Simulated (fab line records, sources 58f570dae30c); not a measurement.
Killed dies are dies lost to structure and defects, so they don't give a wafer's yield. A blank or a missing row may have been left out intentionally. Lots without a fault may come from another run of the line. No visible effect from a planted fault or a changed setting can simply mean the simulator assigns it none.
Which tool is to blame? | flow berkeleyCmos170 | 7 lots, 21 wafers sampled, at 4 steps of a route of 331

## WHAT THE GAUGES READ, wafer by wafer
UCB170_FIELD_THK_MEAS_02.
lot  | measured     | on           | FIELD_OXIDE_THK (nm)
L424 | day 5 15:40  | filmMetro-01 | 557 572 567
L427 | day 6 04:23  | filmMetro-03 | 548 550 552
L431 | day 7 06:17  | filmMetro-03 | 559 556 557
L432 | day 7 13:49  | filmMetro-02 | 555 556 552
L434 | day 7 13:50  | filmMetro-03 | 540 539 534
L436 | day 8 01:08  | filmMetro-01 | 456 460 464
L445 | day 10 01:37 | filmMetro-03 | 545 557 550

## TOOL THAT RAN EACH LOT (tool first, then ch and the chambers of the sampled wafers, then the start)
lot  | UCB170_ZERO_STRIP_07               | UCB170_NWELL_ETCH_13             | UCB170_FIELD_OXIDATION_01
L424 | plasmaAsher-04 ch 0,1, day 2 08:59 | rieDiel-03 ch 0,1,3, day 3 01:47 | furnace-01 ch 0, day 5 12:39
L427 | plasmaAsher-04 ch 0,1, day 3 00:20 | rieDiel-02 ch 0,1,3, day 3 14:15 | furnace-02 ch 0, day 6 01:23
L431 | plasmaAsher-01 ch 0,1, day 3 18:56 | rieDiel-02 ch 0,1, day 4 10:08   | furnace-04 ch 0, day 7 03:17
L432 | plasmaAsher-03 ch 0,1, day 4 02:38 | rieDiel-03 ch 1,2,3, day 4 18:51 | furnace-02 ch 0, day 7 10:48
L434 | plasmaAsher-01 ch 0,1, day 4 11:17 | rieDiel-02 ch 2,3, day 5 04:29   | furnace-02 ch 0, day 7 10:48
L436 | plasmaAsher-04 ch 0,1, day 4 21:31 | rieDiel-03 ch 0,2,3, day 5 12:14 | furnace-02 ch 0, day 7 22:05
L445 | plasmaAsher-04 ch 0,1, day 6 18:13 | rieDiel-04 ch 0,1,3, day 7 11:44 | furnace-04 ch 0, day 9 22:35
- UCB170_ZERO_STRIP_07: strips in O2.
- UCB170_NWELL_ETCH_13: etches Si3N4 in CH3F/Ar/O2, stops on SiO2, target depth 246.4 nm, time 154 s.
- UCB170_FIELD_OXIDATION_01: target thk 558.3 nm, ox time 7200 s.

## THE ANSWER, worked out from the rows above alone
Rule: usual is defined by the lots themselves. The widest of any qualifying gaps counts: lots, ordered by their means at a reading, are off when they make up no more than a third of the lots, leave a main group of 4 or more, and stand apart from it by 3 or more times the standard deviation of that group's means. If all means in a main group match to the digits the tables above print for the reading, that group is not used. Also off: a lot with no number at a reading for which 4 or more lots have one. Where the step has rows for the other lots, those lots are counted as sound.
Off: L436, seen at UCB170_FIELD_THK_MEAS_02 (FIELD_OXIDE_THK). The main group has a mean of 553 nm with a standard deviation of 8.4.
A tool fits if, at a process step before that reading, it ran every lot that is off, and no sound lot after the first of them. Gauges at UCB170_FIELD_THK_MEAS_02: tried the same way as those tools. Can't be told from this: 3 tools fit, rieDiel-03 at UCB170_NWELL_ETCH_13, furnace-02 at UCB170_FIELD_OXIDATION_01, filmMetro-01 at UCB170_FIELD_THK_MEAS_02.

## WHAT THE SIMULATOR PUT IN
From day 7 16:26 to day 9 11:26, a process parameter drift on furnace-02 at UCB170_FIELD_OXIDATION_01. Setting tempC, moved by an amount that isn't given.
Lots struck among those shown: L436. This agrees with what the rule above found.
